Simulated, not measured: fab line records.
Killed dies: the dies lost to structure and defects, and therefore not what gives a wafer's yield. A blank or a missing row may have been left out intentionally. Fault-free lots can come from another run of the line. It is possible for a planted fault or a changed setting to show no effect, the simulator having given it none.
A struck lot beside a sound one    flow berkeleyCmos170    19 out of 331 route steps
Sound: the wafers L649.2, L649.5, L649.6. The struck wafers were L654.1, L654.4, L654.6. The cause is given at the end.
For every step that has rows: the tool of each side, followed by ch and its chambers, followed by its first start. Under that, the readings that differ: sound wafers    struck wafers    difference of the means    sigmas: that difference in standard deviations of wafers without a fault.
alike: same words and numbers on both sides, and readings whose means sit less than 2 such deviations apart. not compared: any withheld reading, any reading some wafer has no value for, any bound like >300 that may hide the same value, and any number with overlapping values for which the record gives no deviation.
Wherever a step has rows on one side only, a row that says differs or no value, or a row with sigmas, the two part there. When numbers do not overlap yet have no deviation, they are printed without sigmas and do not part them. Lack of a reading on every wafer of one side parts them only where that side has two or more wafers.

first, 5 steps without rows for these wafers: UCB170_WELLDRIVE_ANNEAL_03 (time 900 s); UCB170_WELLDRIVE_WET_ETCH_04 (etches SiO2 in BOE, time 120 s); UCB170_ACTIVE_CLEAN_00 (cleans in SPM, time 600 s); UCB170_ACTIVE_CLEAN_01 (cleans in dHF, time 60 s); UCB170_ACTIVE_OXIDATION_02 (target thk 26.4 nm, ox time 1260 s).
UCB170_ACTIVE_THK_MEAS_03:
  sound: filmMetro-01 at day 5 01:16; struck: filmMetro-04 at day 6 03:34
  alike: ACTIVE_OXIDE_THK
then, 2 steps without rows for these wafers: UCB170_ACTIVE_ANNEAL_04 (time 900 s); UCB170_ACTIVE_CVD_05 (deposits Si3N4 from SiH2Cl2/NH3, target thk 220 nm, time 3300 s).
UCB170_ACTIVE_THK_MEAS_06:
  sound: filmMetro-01 at day 5 09:33; struck: filmMetro-01 at day 6 10:29
  alike: ACTIVE_NITRIDE_THK
then, 3 steps without rows for these wafers: UCB170_ACTIVE_HMDS_07 (prime time 60 s); UCB170_ACTIVE_COAT_08 (resist thk 900 nm); UCB170_ACTIVE_SOFTBAKE_09 (time 60 s).
UCB170_ACTIVE_EXPOSE_10: exposes mask ACTIVE, target cd 1200 nm.
  sound on krfScanner-01 ch 0, day 5 10:19; struck on krfScanner-01 ch 0, day 6 11:54
reading                       sound                 struck                difference  sigmas
model.ACTIVE.overlayXNm (nm)  -6.767 -6.767 -6.767  -167.7 -167.7 -167.7  -160.9      
  alike: mask
then, 2 steps without rows for these wafers: UCB170_ACTIVE_PEB_11; UCB170_ACTIVE_DEVELOP_12 (develop time 45 s).
UCB170_ACTIVE_CD_MEAS_13: target cd 1200 nm.
  sound: cdSem-01 at day 5 11:16; struck: cdSem-02 at day 6 12:29
  alike: cdNm
UCB170_ACTIVE_OVL_MEAS_14:
  sound: overlay-02 at day 5 11:22; struck: overlay-01 at day 6 12:36
reading          sound    struck          difference  sigmas
ACTIVE_OVL (nm)  -1 -5 6  -156 -164 -170  -163        -30
UCB170_ACTIVE_ETCH_15: etches Si3N4 in CH3F/Ar/O2, stops on SiO2, target depth 242 nm, time 151 s.
  sound on rieDiel-02 ch 1,2, day 5 11:24; struck on rieDiel-04 ch 1,3, day 6 12:38
  alike: chamberPressureMTorr, drypumpMotorCurrentA, oesProductAu, throttleValvePct
  not compared: rfHoursCounterH
-- the record jumps here: 4 days lie between the struck wafers' starts before and after (it left off in module ACTIVE and takes up again in module M3, whose first step shown is number 331 of the route) --
UCB170_M3_PROBE_99:
  sound: prober-01 at day 9 12:22; struck: prober-02 at day 10 12:26
reading                            sound             struck       difference  sigmas
model.etest.isoPplusPwell.bvV (V)  24.91 25.18 25.5  22.41 22.34  -2.82       
  not compared: model.etest.isoNplusNwell.lateralLog10AUm

## WHERE THEY PART
Within this record, at UCB170_ACTIVE_OVL_MEAS_14 only. Later steps at which nothing parts them and some readings are alike: UCB170_ACTIVE_ETCH_15.

WHY: whatever the simulator had introduced
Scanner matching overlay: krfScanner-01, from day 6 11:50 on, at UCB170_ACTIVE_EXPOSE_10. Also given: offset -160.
